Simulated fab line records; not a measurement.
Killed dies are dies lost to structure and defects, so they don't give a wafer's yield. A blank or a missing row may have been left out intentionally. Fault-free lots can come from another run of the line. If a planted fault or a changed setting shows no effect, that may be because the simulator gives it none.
One fault through the eyes of 2 desks :: flow berkeleyCmos170 :: what lay behind the numbers comes last; until then each desk has only its own

## AT THE METROLOGY DESK
What the gauges read for every lot (on any tool): the sampled wafers with a number, averaged. A lot is out of limits, marked OUT, if its mean lies more than 4 standard deviations from the usual mean; the brackets give that distance.
Columns: A = NWELL_OXIDE_THK at UCB170_NWELL_THK_MEAS_02, usual 26.6 nm; B = GATE_OVL at UCB170_GATE_OVL_MEAS_13, usual -1 nm; C = M3_BOW at UCB170_M3_BOW_MEAS_20, usual 34 um
lot: L473
first seen here: day 2 06:13
A: 26.4
B: 3
C: 31

lot: L474
first seen here: day 2 10:58
A: 26.3
B: -7
C: 27

lot: L475
first seen here: day 2 18:37
A: 26.3
B: -4
C: 39

lot: L476
first seen here: day 2 18:37
A: 26.6
B: 1
C: 31

lot: L478
first seen here: day 3 05:09
A: 26.4
B: 2
C: 37

lot: L480
first seen here: day 3 10:32
A: 26.4
B: -5
C: 37

lot: L479
first seen here: day 3 10:33
A: 26.7
B: -8
C: 40

lot: L481
first seen here: day 3 19:02
A: 26.6
B: 2
C: 35

lot: L483
first seen here: day 4 08:54
A: 26.4
B: -9
C: 35

lot: L485
first seen here: day 4 23:15
A: 26.8
B: -2
C: 42

lot: L488
first seen here: day 5 06:06
A: 25.9
B: -2
C: 32

lot: L493
first seen here: day 6 08:08
A: 26.2
B: -5
C: 32

lot: L494
first seen here: day 6 12:10
A: 26.8
B: -5
C: 31

lot: L495
first seen here: day 6 19:13
A: 26.9
B: 5
C: 39
This desk's verdict: no lot among the 14 shows anything out of limits.

## TOOL OWNER'S DESK, rieMetal-03
The tool's own readings at UCB170_M2_METAL_ETCH_18 (etches Al in Cl2/BCl3, stops on SiO2, target depth 1170 nm, time 195 s): means of the sampled wafers that have a number, for each lot that ran on this tool. A lot is out of limits, marked OUT, if its mean lies more than 4 standard deviations from the usual mean; the brackets give that distance.
Columns: A = bcl3FlowSccm at UCB170_M2_METAL_ETCH_18, usual 44.97 sccm; B = drypumpMotorCurrentA at UCB170_M2_METAL_ETCH_18, usual 5.46 A; C = mfcCl2Sccm at UCB170_M2_METAL_ETCH_18, usual 89.97 sccm; D = oesProductAu at UCB170_M2_METAL_ETCH_18, usual 0.857 a.u.; E = throttleValvePct at UCB170_M2_METAL_ETCH_18, usual 24.3 %
lot: L481
first seen here: day 10 09:56
A: 44.94
B: 5.36
C: 90.44
D: 0.874
E: 24.8

lot: L483
first seen here: day 11 06:22
A: 45.19
B: 5.65
C: 89.93
D: 0.779 (-5.5) OUT
E: 24.7

lot: L485
first seen here: day 11 13:41
A: 45.04
B: 5.50
C: 89.99
D: 0.787 (-5.0) OUT
E: 24.7
This desk finds L483, L485 out of limits, L483 being first, at day 11 06:22 (oesProductAu at UCB170_M2_METAL_ETCH_18). In limits: L481.

## BROUGHT TOGETHER
At day 11 06:22, on L483, L485, the tool owner's desk was in a position to raise an alarm.
At the metrology desk, nothing out of limits was observed.
The metrology desk has L483, L485 on record, within its limits.
Every lot named ran UCB170_M2_METAL_ETCH_18 on rieMetal-03.

## WHAT HAD BEEN PUT IN BY THE SIMULATOR
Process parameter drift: rieMetal-03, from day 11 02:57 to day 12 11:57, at UCB170_M2_METAL_ETCH_18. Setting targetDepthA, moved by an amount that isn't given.
Lots struck among those shown: L483, L485.
Each desk's first reading out of limits, in hours after the fault started: the tool owner's desk, 3.
